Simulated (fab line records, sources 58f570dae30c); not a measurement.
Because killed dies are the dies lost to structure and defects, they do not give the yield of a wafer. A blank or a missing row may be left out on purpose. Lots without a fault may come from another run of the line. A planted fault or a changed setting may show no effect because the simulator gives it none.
A struck lot beside a sound one -- flow berkeley_cmos170 -- 14 steps out of a route of 331
Sound: these wafers, L566.1, L566.2, L566.6. Wafers L562.1, L562.3, L562.5 were the ones struck. The cause is named last.
Order at every step that has rows: each side's tool, ch and its chambers, its first start. Under that, the readings that differ: sound wafers -- struck wafers -- difference of the means -- sigmas: that difference in standard deviations of wafers without a fault.
alike: readings whose means differ by less than 2 such deviations, and words and numbers that are the same on both sides. not compared: withheld readings, readings that some wafer has no value for, bounds like >300 that may hide the same value, and numbers for which the record gives no deviation and whose values overlap.
A row with sigmas, a row that says differs or no value, or rows on one side alone: a step with any of these is where the two part. When numbers do not overlap yet have no deviation, they are printed without sigmas and do not part them. Lack of a reading on every wafer of one side parts them only where that side has two or more wafers.

first, 5 steps without rows for these wafers: UCB170_NWELL_WET_ETCH_18 (etches Si3N4 in H3PO4, time 14400 s); UCB170_NWELL_WET_ETCH_19 (etches SiO2 in BOE, time 22 s); UCB170_PWELL_CLEAN_00 (cleans in SPM, time 600 s); UCB170_PWELL_CLEAN_01 (cleans in dHF, time 60 s); UCB170_PWELL_OXIDATION_02 (target thk 26.4 nm, ox time 1260 s).
UCB170_PWELL_THK_MEAS_03:
  sound: film_metro-03 at day 6 10:45; struck: film_metro-01 at day 5 20:18
  alike: PWELL_OXIDE_THK
then, 2 steps without rows for these wafers: UCB170_PWELL_ANNEAL_04 (time 900 s); UCB170_PWELL_CVD_05 (deposits Si3N4 from SiH2Cl2/NH3, target thk 220 nm, time 3300 s).
UCB170_PWELL_THK_MEAS_06:
  sound: film_metro-01 at day 6 20:06; struck: film_metro-01 at day 6 03:33
  alike: PWELL_NITRIDE_THK
then, 3 steps without rows for these wafers: UCB170_PWELL_HMDS_07 (prime time 60 s); UCB170_PWELL_COAT_08 (resist thk 900 nm); UCB170_PWELL_SOFTBAKE_09 (time 60 s).
UCB170_PWELL_EXPOSE_10: exposes mask PWELL, target cd 3000 nm.
  sound on krf_scanner-01 ch 0, day 6 21:17; struck on krf_scanner-01, day 6 04:47
  no value came back on the struck wafers for exposure_dose_mJ_cm2, focus_offset_nm (nm); on the sound wafers exposure_dose_mJ_cm2 reads 18.998 18.969 18.976
  alike: mask
next, for these wafers, 1 step has no rows: UCB170_PWELL_PEB_11.

== WHERE THEY PART ==
UCB170_PWELL_EXPOSE_10 only, going by this record.

WHY: whatever the simulator had introduced
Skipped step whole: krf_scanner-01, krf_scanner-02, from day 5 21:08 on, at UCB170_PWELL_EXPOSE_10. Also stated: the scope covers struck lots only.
